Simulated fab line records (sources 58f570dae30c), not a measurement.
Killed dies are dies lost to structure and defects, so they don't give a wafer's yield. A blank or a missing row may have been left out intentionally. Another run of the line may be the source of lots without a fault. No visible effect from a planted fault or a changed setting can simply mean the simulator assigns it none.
What tool caused it? -- flow berkeley_cmos170 -- 15 lots with 45 wafers sampled at 3 steps, on a route of 331 steps

WHAT EACH GAUGE READ, for each wafer
UCB170_M1_CD_MEAS_09: the cd target is 700 nm. Usual: cd_nm at 699.7 nm, with a standard deviation of 1.5.
lot,measured,on,cd_nm (nm),flag
L202,day 8 04:00,cd_sem-02,698.8 698.9 697.0,
L201,day 8 04:17,cd_sem-02,699.4 698.5 699.0,
L200,day 8 05:52,cd_sem-02,698.6 700.5 698.3,
L204,day 9 02:57,cd_sem-02,698.7 698.1 699.9,
L208,day 9 19:51,cd_sem-02,699.7 698.8 700.9,
L207,day 9 21:45,cd_sem-02,698.6 699.3 699.7,
L206,day 9 22:00,cd_sem-01,702.6 703.4 701.5,
L209,day 11 00:43,cd_sem-02,698.0 699.2 699.2,
L213,day 11 03:40,cd_sem-01,701.2 702.0 701.8,
L215,day 11 17:20,cd_sem-02,701.1 701.7 703.0,
L216,day 12 00:22,cd_sem-01,697.2 696.4 697.7,
L217,day 12 02:08,cd_sem-01,700.0 698.0 700.1,
L220,day 12 15:20,cd_sem-02,700.2 701.0 701.9,
L222,day 13 11:13,cd_sem-02,698.1 698.3 699.4,
L223,day 13 12:03,cd_sem-01,700.1 700.1 698.9,

UCB170_V1_THK_MEAS_04. Usual: V1_POLISHED_THK typically reads 1000.0 nm, with standard deviation 1.3.
lot,measured,on,V1_POLISHED_THK (nm),flag
L202,day 8 06:41,film_metro-04,1000.3 999.1 997.4,
L201,day 8 08:02,film_metro-02,997.4 1000.3 999.6,
L200,day 8 09:22,film_metro-02,998.4 998.9 999.8,
L204,day 9 06:31,film_metro-02,1000.8 999.9 1000.5,
L208,day 9 22:22,film_metro-04,1000.2 1000.6 998.0,
L207,day 10 00:16,film_metro-03,1000.3 1000.9 1000.4,
L206,day 10 01:37,film_metro-04,1000.4 999.6 1001.2,
L209,day 11 03:14,film_metro-03,1002.2 999.5 1001.0,
L213,day 11 07:18,film_metro-02,1001.1 1001.0 998.9,
L215,day 11 19:51,film_metro-03,999.5 1002.7 1000.9,
L216,day 12 02:53,film_metro-02,998.8 998.2 999.4,
L217,day 12 04:41,film_metro-02,997.4 1000.9 1000.5,
L220,day 12 18:57,film_metro-03,999.1 996.8 997.4,
L222,day 13 13:44,film_metro-04,998.6 998.1 1001.7,
L223,day 13 15:05,film_metro-04,1000.8 1000.7 999.4,

UCB170_M2_RS_MEAS_02: a four-point-probe measurement. Usual: M2_AL_RS typically reads 0.0321 ohm/sq, with standard deviation 0.00041.
lot,measured,on,M2_AL_RS (ohm/sq),flag
L202,day 8 08:52,film_metro-03,0.0315 0.0325 0.0326,
L201,day 8 09:59,film_metro-03,0.0324 0.0318 0.0319,
L200,day 8 13:58,film_metro-04,0.0318 0.0320 0.0318,
L204,day 9 08:26,film_metro-04,0.0316 0.0315 0.0325,
L208,day 10 03:36,film_metro-04,0.0318 0.0322 0.0323,
L207,day 10 03:47,film_metro-01,0.0321 0.0326 0.0322,
L206,day 10 03:54,film_metro-04,0.0322 0.0319 0.0322,
L209,day 11 05:02,film_metro-03,0.0327 0.0327 0.0325,
L213,day 11 09:55,film_metro-01,0.0317 0.0320 0.0323,
L215,day 11 22:31,film_metro-04,0.0324 0.0321 0.0325,
L216,day 12 06:13,film_metro-03,0.0323 0.0326 0.0320,
L217,day 12 06:46,film_metro-01,0.0309 0.0310 0.0317,
L220,day 13 00:26,film_metro-04,0.0321 0.0320 0.0315,
L222,day 13 15:46,film_metro-01,0.0321 0.0320 0.0323,
L223,day 13 17:08,film_metro-04,0.0313 0.0317 0.0316,

WHAT TOOL EACH LOT RAN ON (gives the tool, then ch and the chambers of the sampled wafers, and finally the start)
The record shows no process step preceding these readings.

AS READ BY THE TOOLS THEMSELVES (means over the sampled wafers that have a number; for cases with no such wafer, the mark the record gives instead)
The record holds no such reading with a usual standard deviation.

THE ANSWER, worked out from the rows above alone
Rule: take the mean of a lot's wafers that have a number; if it is more than 3 standard deviations from the usual mean, the lot is off. Also off: a lot with no number at a reading for which 4 or more lots have one. All remaining lots with rows at the step are treated as sound. The gauges are gone through in route order, then the tools' own readings, and for those a lot's mean is taken as printed above. At the first step where some lot is off, the reading lying furthest off is the one used; lots without a number count as furthest.
No lot is off on any of the readings shown, so nothing can be concluded from this.

WHAT THE SIMULATOR HAD PUT IN
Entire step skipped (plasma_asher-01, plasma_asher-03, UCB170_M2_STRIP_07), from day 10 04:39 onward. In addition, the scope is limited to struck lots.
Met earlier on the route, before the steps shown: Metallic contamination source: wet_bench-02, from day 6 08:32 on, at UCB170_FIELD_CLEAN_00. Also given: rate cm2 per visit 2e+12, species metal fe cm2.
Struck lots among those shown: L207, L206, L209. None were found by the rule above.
